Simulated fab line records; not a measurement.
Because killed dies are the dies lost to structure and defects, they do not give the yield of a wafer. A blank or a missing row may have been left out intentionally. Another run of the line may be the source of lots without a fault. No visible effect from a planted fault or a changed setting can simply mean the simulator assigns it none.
A struck lot beside a sound one || flow rit cmos || 16 steps out of a route of 202
Sound: wafers L565.2, L565.4, L565.5. The struck wafers were L570.1, L570.2, L570.5. The cause is given at the end.
For every step that has rows: the tool of each side, followed by ch and its chambers, followed by its first start. Under that, the readings that differ: sound wafers || struck wafers || difference of the means || sigmas: that difference in standard deviations of wafers without a fault.
alike: readings whose means differ by less than 2 such deviations, and words and numbers that are the same on both sides. not compared: withheld readings, readings that some wafer has no value for, bounds like >300 that may hide the same value, and numbers for which the record gives no deviation and whose values overlap.
A row with sigmas, a row that says differs or no value, or rows on one side alone: a step with any of these is where the two part. Numbers that don't overlap but have no deviation are shown without sigmas and don't part them. A reading missing from all wafers of one side parts the sides only when that side holds two or more wafers.

RIT_PWELL_TW_MEAS_10:
  sound on film metro-02 at day 2 15:25; struck on film metro-03 at day 3 17:11
  alike: PWELL_TW
then, 1 step without rows for these wafers: RIT_WELLDRIVE_ANNEAL_00 (time 14700 s).
RIT_WELLDRIVE_RS_MEAS_01: the measuring method here is four-point-probe.
  sound on film metro-03 at day 2 21:34; struck on film metro-02 at day 3 23:31
  alike: NWELL_RS
RIT_WELLDRIVE_RS_MEAS_02: the measuring method here is four-point-probe.
  sound on film metro-03 at day 2 21:41; struck on film metro-02 at day 3 23:38
  alike: PWELL_RS
then, 6 steps without rows for these wafers: RIT_NRETRO_HMDS_00 (prime time 60 s); RIT_NRETRO_COAT_01 (resist thk 1300 nm); RIT_NRETRO_SOFTBAKE_02 (time 60 s); RIT_NRETRO_EXPOSE_03 (exposes mask M4, target cd 43900 nm); RIT_NRETRO_PEB_04; RIT_NRETRO_DEVELOP_05 (develop time 68 s).
RIT_NRETRO_OVL_MEAS_06:
  sound on overlay-02 at day 2 22:48; struck on overlay-01 at day 4 00:48
  alike: NRETRO_OVL
then, 1 step without rows for these wafers: RIT_NRETRO_HARDBAKE_07 (time 120 s).
RIT_NRETRO_IMPLANT_08:
  sound on implanter-02 ch 0, day 2 23:07; struck on implanter-02 ch 0, day 4 01:05
{"reading": "implant ion amu", "sound": "31 31 31", "struck": "11 11 11", "difference": -20, "sigmas": ""}
{"reading": "model.implant.rp nm (nm)", "sound": "85.83 85.83 85.83", "struck": "238.6 238.6 238.6", "difference": "+152.8", "sigmas": ""}
{"reading": "model.implant.drp nm (nm)", "sound": "33.94 33.94 33.94", "struck": "70.05 70.05 70.05", "difference": "+36.11", "sigmas": ""}
  alike: end station pressure torr, faraday current uA
RIT_NRETRO_STRIP_09: strips in O2, time 180 s.
  sound on plasma asher-02 ch 0,1, day 2 23:14; struck on plasma asher-01 ch 0,1, day 4 01:14
  alike: chamber pressure mTorr, drypump motor current A, o2 flow sccm
  not compared: rf hours counter h
RIT_NRETRO_TW_MEAS_10:
  sound on film metro-01 at day 2 23:25; struck on film metro-02 at day 4 01:25
{"reading": "NRETRO_TW", "sound": "1040 1041 1039", "struck": "468 471 465", "difference": -572, "sigmas": -48}
then, 1 step without rows for these wafers: RIT_PRETRO_HMDS_00 (prime time 60 s).

WHERE THEY PART
RIT_NRETRO_TW_MEAS_10 only, going by this record.

WHY: whatever the simulator had introduced
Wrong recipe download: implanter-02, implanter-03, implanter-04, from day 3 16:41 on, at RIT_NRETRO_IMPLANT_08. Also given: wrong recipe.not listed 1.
